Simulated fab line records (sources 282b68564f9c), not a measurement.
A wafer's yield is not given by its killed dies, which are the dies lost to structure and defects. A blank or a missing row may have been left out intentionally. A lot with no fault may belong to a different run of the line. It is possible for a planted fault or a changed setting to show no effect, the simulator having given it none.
Split-lot study / flow rit_cmos / 5 lots, 23 wafers read, on a route of 202 steps

## SPLIT DETAILS
At RIT_ACTIVE_SOFTBAKE_07 (time 60 s), the setting temp_c was moved away from the recipe's 90 C on 5 of the 23 wafers read, by +1.1% to +3.8%. All remaining wafers had this setting at the recipe value.

The reading is taken at the split's own step.

## THE READING
NOVOLAK_of_ACTIVE_COAT_06.thk_nm (the simulator's own value, which no gauge read), in nm, at RIT_ACTIVE_SOFTBAKE_07 (time 60 s). There is no usual value for it anywhere in the file. Average 1008.2 nm, standard deviation 2.7 nm, over the 18 wafers here run with the recipe.

wafer=L075.1; tool, chamber at the split=litho_track-01, 0; temp_c as run, C=90; against the recipe=recipe; NOVOLAK_of_ACTIVE_COAT_06.thk_nm, nm=1008; against lot-mates on the recipe=-
wafer=L075.2; tool, chamber at the split=litho_track-01, 0; temp_c as run, C=90; against the recipe=recipe; NOVOLAK_of_ACTIVE_COAT_06.thk_nm, nm=1008; against lot-mates on the recipe=-
wafer=L075.5; tool, chamber at the split=litho_track-01, 0; temp_c as run, C=90; against the recipe=recipe; NOVOLAK_of_ACTIVE_COAT_06.thk_nm, nm=1008; against lot-mates on the recipe=-
wafer=L075.6; tool, chamber at the split=litho_track-01, 0; temp_c as run, C=90; against the recipe=recipe; NOVOLAK_of_ACTIVE_COAT_06.thk_nm, nm=1008; against lot-mates on the recipe=-
wafer=L075.4; tool, chamber at the split=litho_track-01, 0; temp_c as run, C=90; against the recipe=recipe; NOVOLAK_of_ACTIVE_COAT_06.thk_nm, nm=1011; against lot-mates on the recipe=-
wafer=L078.2; tool, chamber at the split=litho_track-04, 0; temp_c as run, C=90; against the recipe=recipe; NOVOLAK_of_ACTIVE_COAT_06.thk_nm, nm=1008; against lot-mates on the recipe=-
wafer=L078.4; tool, chamber at the split=litho_track-04, 0; temp_c as run, C=90; against the recipe=recipe; NOVOLAK_of_ACTIVE_COAT_06.thk_nm, nm=1009; against lot-mates on the recipe=-
wafer=L078.5; tool, chamber at the split=litho_track-04, 0; temp_c as run, C=90; against the recipe=recipe; NOVOLAK_of_ACTIVE_COAT_06.thk_nm, nm=1009; against lot-mates on the recipe=-
wafer=L079.1; tool, chamber at the split=litho_track-02, 0; temp_c as run, C=90; against the recipe=recipe; NOVOLAK_of_ACTIVE_COAT_06.thk_nm, nm=1006; against lot-mates on the recipe=-
wafer=L079.2; tool, chamber at the split=litho_track-02, 0; temp_c as run, C=90; against the recipe=recipe; NOVOLAK_of_ACTIVE_COAT_06.thk_nm, nm=1005; against lot-mates on the recipe=-
wafer=L079.3; tool, chamber at the split=litho_track-02, 0; temp_c as run, C=90.99; against the recipe=+1.1%; NOVOLAK_of_ACTIVE_COAT_06.thk_nm, nm=1001; against lot-mates on the recipe=-5.3
wafer=L079.4; tool, chamber at the split=litho_track-02, 0; temp_c as run, C=90.99; against the recipe=+1.1%; NOVOLAK_of_ACTIVE_COAT_06.thk_nm, nm=1006; against lot-mates on the recipe=-0.3
wafer=L079.5; tool, chamber at the split=litho_track-02, 0; temp_c as run, C=90; against the recipe=recipe; NOVOLAK_of_ACTIVE_COAT_06.thk_nm, nm=1008; against lot-mates on the recipe=-
wafer=L080.1; tool, chamber at the split=litho_track-02, 0; temp_c as run, C=93.39; against the recipe=+3.8%; NOVOLAK_of_ACTIVE_COAT_06.thk_nm, nm=994.5; against lot-mates on the recipe=-8.5
wafer=L080.2; tool, chamber at the split=litho_track-02, 0; temp_c as run, C=90; against the recipe=recipe; NOVOLAK_of_ACTIVE_COAT_06.thk_nm, nm=1004; against lot-mates on the recipe=-
wafer=L080.3; tool, chamber at the split=litho_track-02, 0; temp_c as run, C=93.39; against the recipe=+3.8%; NOVOLAK_of_ACTIVE_COAT_06.thk_nm, nm=992.5; against lot-mates on the recipe=-10.5
wafer=L080.5; tool, chamber at the split=litho_track-02, 0; temp_c as run, C=93.39; against the recipe=+3.8%; NOVOLAK_of_ACTIVE_COAT_06.thk_nm, nm=992.3; against lot-mates on the recipe=-10.7
wafer=L080.6; tool, chamber at the split=litho_track-02, 0; temp_c as run, C=90; against the recipe=recipe; NOVOLAK_of_ACTIVE_COAT_06.thk_nm, nm=1002; against lot-mates on the recipe=-
wafer=L082.1; tool, chamber at the split=litho_track-01, 0; temp_c as run, C=90; against the recipe=recipe; NOVOLAK_of_ACTIVE_COAT_06.thk_nm, nm=1011; against lot-mates on the recipe=-
wafer=L082.2; tool, chamber at the split=litho_track-01, 0; temp_c as run, C=90; against the recipe=recipe; NOVOLAK_of_ACTIVE_COAT_06.thk_nm, nm=1011; against lot-mates on the recipe=-
wafer=L082.3; tool, chamber at the split=litho_track-01, 0; temp_c as run, C=90; against the recipe=recipe; NOVOLAK_of_ACTIVE_COAT_06.thk_nm, nm=1011; against lot-mates on the recipe=-
wafer=L082.4; tool, chamber at the split=litho_track-01, 0; temp_c as run, C=90; against the recipe=recipe; NOVOLAK_of_ACTIVE_COAT_06.thk_nm, nm=1007; against lot-mates on the recipe=-
wafer=L082.6; tool, chamber at the split=litho_track-01, 0; temp_c as run, C=90; against the recipe=recipe; NOVOLAK_of_ACTIVE_COAT_06.thk_nm, nm=1013; against lot-mates on the recipe=-

THE FIT
A straight line over all 23 wafers: NOVOLAK_of_ACTIVE_COAT_06.thk_nm changes by -4.01 nm for each +1% of temp_c; r = -0.90; the points scatter about the line by 2.6 nm.
The same after taking each lot's own level away (the mean of its wafers on the recipe; 23 wafers): -2.63 nm for each +1%; r = -0.92; scatter 1.5 nm.
The reading moves by 9.9 nm for the largest change in temp_c, on that fit.
From 1003.00 to 1010.60 nm: that is the span of the lots' own levels, equal to 2.8 times the standard deviation above.
In other words, the slope is changed by the lot-to-lot level; the two fits disagree.
Check: -10.5 nm against its lot-mates is what the line predicts for one of the wafers moved furthest among these (+3.8%) when that wafer is left out of the fit. Against them it came out at -8.5 nm.

## FILE'S OWN FIT
NOVOLAK_of_ACTIVE_COAT_06.thk_nm changes by -2.59 nm for each +1% of temp_c, r = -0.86.
